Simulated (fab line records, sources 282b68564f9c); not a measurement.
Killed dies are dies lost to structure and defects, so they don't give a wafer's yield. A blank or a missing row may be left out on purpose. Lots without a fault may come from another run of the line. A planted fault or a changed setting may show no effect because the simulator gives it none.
A struck lot beside a sound one | flow rit_cmos | 15 steps out of a route of 202
Sound: wafers L178.3, L178.4, L178.5. Struck: wafers L194.1, L194.2, L194.3. The cause comes at the end.
At each step with rows: each side's tool, then ch and its chambers, then its first start. Under that, the readings that differ: sound wafers | struck wafers | difference of the means | sigmas: that difference in standard deviations of wafers without a fault.
alike: readings whose means differ by less than 2 such deviations, and words and numbers that are the same on both sides. not compared: withheld readings, readings that some wafer has no value for, bounds like >300 that may hide the same value, and numbers for which the record gives no deviation and whose values overlap.
The two part at a step that has a row with sigmas, a row that says differs or no value, or rows on one side only. Numbers that don't overlap but have no deviation are shown without sigmas and don't part them. A reading that every wafer of one side lacks parts them only if that side has two wafers or more.

first, 6 steps without rows for these wafers: RIT_GATE_HMDS_10 (prime time 60 s); RIT_GATE_COAT_11 (resist thk 850 nm); RIT_GATE_SOFTBAKE_12 (time 60 s); RIT_GATE_EXPOSE_13 (exposes mask M6, target cd 150 nm); RIT_GATE_PEB_14; RIT_GATE_DEVELOP_15 (develop time 50 s).
RIT_GATE_CD_MEAS_16: target cd 150 nm.
  sound on cd_sem-01, day 3 10:52; struck on cd_sem-01, day 6 21:20
  alike: cd_nm
RIT_GATE_OVL_MEAS_17:
  sound on overlay-02, day 3 10:57; struck on overlay-01, day 6 21:28
  alike: GATE_OVL
then, 1 step without rows for these wafers: RIT_GATE_HARDBAKE_18 (time 60 s).
RIT_GATE_ETCH_19: etches poly-Si in SF6/CHF3/O2, stops on SiO2, time 165 s, target depth 312.5 nm.
  sound on rie_si-02 ch 0,2, day 3 11:08; struck on rie_si-01 ch 0,1,2, day 6 21:39
  alike: drypump_motor_current_A, oes_product_au, throttle_valve_pct
  not compared: rf_hours_counter_h
RIT_GATE_STRIP_20: strips in O2, time 180 s.
  sound on plasma_asher-01 ch 0,1, day 3 11:17; struck on plasma_asher-04 ch 0,1, day 6 21:45
  alike: drypump_motor_current_A
  not compared: rf_hours_counter_h
RIT_GATE_CD_MEAS_90: target cd 150 nm.
  sound on cd_sem-02, day 3 11:27; struck on cd_sem-02, day 6 21:56
  alike: cd_nm
RIT_REOX_CLEAN_00: cleans in SC1, time 600 s.
  sound on wet_bench-04 ch 2, day 3 11:32; struck on wet_bench-01 ch 3, day 6 22:03
  reading          | sound       | struck      | difference | sigmas
  run_length_s (s) | 624 624 624 | 550 550 550 | -74        | -20
then, 1 step without rows for these wafers: RIT_REOX_CLEAN_01 (cleans in dHF, time 30.56 s).
RIT_M1_PROBE_99:
  sound on prober-01, day 4 07:48; struck on prober-01, day 7 18:47
  alike: killed_at_front_end, killed_dies, killed_open, killed_short

WHERE THEY PART
Only at RIT_REOX_CLEAN_00, within this record. Later steps at which nothing parts them and some readings are alike: RIT_M1_PROBE_99.

WHY: what the simulator had put in
Process parameter drift: wet_bench-01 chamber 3, from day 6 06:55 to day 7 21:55, at RIT_REOX_CLEAN_00. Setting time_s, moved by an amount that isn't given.
